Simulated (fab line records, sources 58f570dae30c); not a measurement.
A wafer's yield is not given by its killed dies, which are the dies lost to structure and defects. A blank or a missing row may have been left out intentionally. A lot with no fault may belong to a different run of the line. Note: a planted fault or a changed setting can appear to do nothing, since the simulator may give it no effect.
Matching of chambers | flow berkeley-cmos170 | rie-diel-02 running UCB170_GATE_ETCH_14: 4 sister chambers
The step etches BARC in N2/H2. 8 wafers are shown with their chamber, then 7 later ones without.

== WAFERS PAIRED WITH THEIR CHAMBERS ==
wafer  | chamber | throttle-valve-pct (%) | drypump-motor-current-A (A)
L201.5 | 1       | 13.16                  | 5.5
L203.5 | 1       | 13.17                  | 5.5
L203.6 | 2       | 12.92                  | 5.8
L209.1 | 0       | 13.19                  | 5.2
L209.4 | 2       | 12.91                  | 5.8
L209.5 | 3       | 13.35                  | 5.5
L211.3 | 3       | 13.36                  | 5.5
L211.4 | 0       | 13.18                  | 5.3

== WAFERS WITH NO CHAMBER GIVEN ==
wafer  | throttle-valve-pct (%) | drypump-motor-current-A (A)
L211.6 | 13.36                  | 5.5
L214.1 | 13.19                  | 5.3
L214.4 | 13.16                  | 5.5
L214.5 | 13.21                  | 5.2
L223.2 | 13.36                  | 5.5
L223.5 | 13.19                  | 5.2
L223.6 | 13.38                  | 5.5

== WHICH CHAMBER EACH ONE RAN IN ==
wafer  | from the rows above | in truth
L211.6 | 3                   | 3
L214.1 | 0                   | 0
L214.4 | 1                   | 1
L214.5 | 0                   | 0
L223.2 | 3                   | 3
L223.5 | 0                   | 0
L223.6 | 3                   | 3
Correct placement for 7 of the 7. Can't be placed from these rows: 0. 0 placed wrongly.
How it was worked out, from the rows above alone: a wafer's distance from a chamber is the root of the sum, over the readings, of the square of ((its reading less the chamber's mean) divided by the reading's scatter). The wafer belongs to the nearest chamber; if the next one is less than 2 further off, it can't be placed. A chamber's mean is the mean of its shown wafers. How the scatter is found: for the shown wafers, subtract from each reading the mean of its chamber, square and add these, divide the total by (wafers less chambers), then take the root.
